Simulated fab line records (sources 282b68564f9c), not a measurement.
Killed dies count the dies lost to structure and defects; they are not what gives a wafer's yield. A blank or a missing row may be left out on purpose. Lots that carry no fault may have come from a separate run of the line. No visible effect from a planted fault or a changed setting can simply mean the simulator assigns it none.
Shared-tool check	flow rit_cmos	13 lots and 39 wafers in the sample

REASON IT WAS OPENED
At RIT_M1_RS_MEAS_01 the reading M1_AL_RS is flagged on 2 of 13 lots. Wafers without a fault read 0.0729 ohm/sq, standard deviation 0.00083.
Rule: a lot gets a flag if all its wafers with a number sit over 4 standard deviations from that mean, or if no wafer of it has a number. As for the other lots, they are considered sound.

lot	measured	on	M1_AL_RS (ohm/sq), wafer by wafer	flag
L376	day 3 09:31	film_metro-02	0.0737 0.0724 0.0728	
L377	day 3 12:11	film_metro-02	0.0734 0.0729 0.0734	
L378	day 3 21:19	film_metro-01	0.0731 0.0729 0.0733	
L379	day 4 00:16	film_metro-02	0.0739 0.0742 0.0736	
L380	day 4 04:04	film_metro-01	0.0736 0.0725 0.0723	
L381	day 4 08:22	film_metro-04	0.0738 0.0740 0.0738	
L382	day 4 13:02	film_metro-01	0.0715 0.0723 0.0738	
L386	day 5 12:16	film_metro-02	0.0568 0.0558 0.0566	FLAGGED
L388	day 5 21:58	film_metro-02	0.0555 0.0564 0.0556	FLAGGED
L393	day 6 20:12	film_metro-02	0.0724 0.0717 0.0717	
L395	day 7 06:47	film_metro-01	0.0737 0.0739 0.0732	
L397	day 7 15:58	film_metro-02	0.0739 0.0738 0.0739	
L399	day 8 06:44	film_metro-02	0.0746 0.0726 0.0735	
The numbers of the flagged lots are 0.0561 ohm/sq on average: -0.0168 ohm/sq against the usual, or -20 standard deviations.

LOT BY LOT: THE TOOL USED
The record holds 1 process step before the reading, out of a route of 202 steps. Read each cell as the tool, then ch plus the chambers that the sampled wafers visited, then the start.
lot	flag	RIT_M1_SPUTTER_00
L376		pvd_sputter-04, day 3 09:14
L377		pvd_sputter-01, day 3 11:53
L378		pvd_sputter-04, day 3 21:02
L379		pvd_sputter-01, day 3 23:58
L380		pvd_sputter-04, day 4 03:46
L381		pvd_sputter-01, day 4 08:04
L382		pvd_sputter-04, day 4 12:44
L386	FLAGGED	pvd_sputter-04, day 5 11:58
L388	FLAGGED	pvd_sputter-04, day 5 21:40
L393		pvd_sputter-02, day 6 19:54
L395		pvd_sputter-01, day 7 06:26
L397		pvd_sputter-01, day 7 15:40
L399		pvd_sputter-02, day 8 06:25
What these steps do:
- RIT_M1_SPUTTER_00: material Al, target thk 400 nm, time 500 s.
- RIT_M1_RS_MEAS_01: measures by four-point-probe.

FLAGGED OVER TOTAL, TOOL BY TOOL (the gauges that took the reading come last)
step	tool	lots run	flagged	share of the flagged lots	sound lots run after its first flagged lot
RIT_M1_SPUTTER_00	pvd_sputter-01	5	0	none	-
RIT_M1_SPUTTER_00	pvd_sputter-02	2	0	none	-
RIT_M1_SPUTTER_00	pvd_sputter-04	6	2	all	0
RIT_M1_RS_MEAS_01	film_metro-01	4	0	none	-
RIT_M1_RS_MEAS_01	film_metro-02	8	2	all	3 (L393,L397,L399)
RIT_M1_RS_MEAS_01	film_metro-04	1	0	none	-

THE TABLE: WHAT IT ALLOWS
Every flagged lot went through 2 rows of the table: pvd_sputter-04 at RIT_M1_SPUTTER_00 and film_metro-02 at RIT_M1_RS_MEAS_01.
- pvd_sputter-04 at RIT_M1_SPUTTER_00: 2 of its 6 lots flagged. A fault beginning between L382 (day 4 12:44), its last sound lot, and L386 (day 5 11:58), its first flagged one, fits the data.
- film_metro-02 at RIT_M1_RS_MEAS_01: 2 of its 8 lots flagged. Lots that were sound ran on it after the first flagged one (L393, L397, L399); a persistent fault on the entire tool would not allow that.
Just one tool remains: pvd_sputter-04 at RIT_M1_SPUTTER_00.

WHAT THE SIMULATOR PUT IN
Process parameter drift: pvd_sputter-04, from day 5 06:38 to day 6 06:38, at RIT_M1_SPUTTER_00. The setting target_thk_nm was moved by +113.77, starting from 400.
Struck lots among those shown: L386, L388. This agrees with what the rule above found.
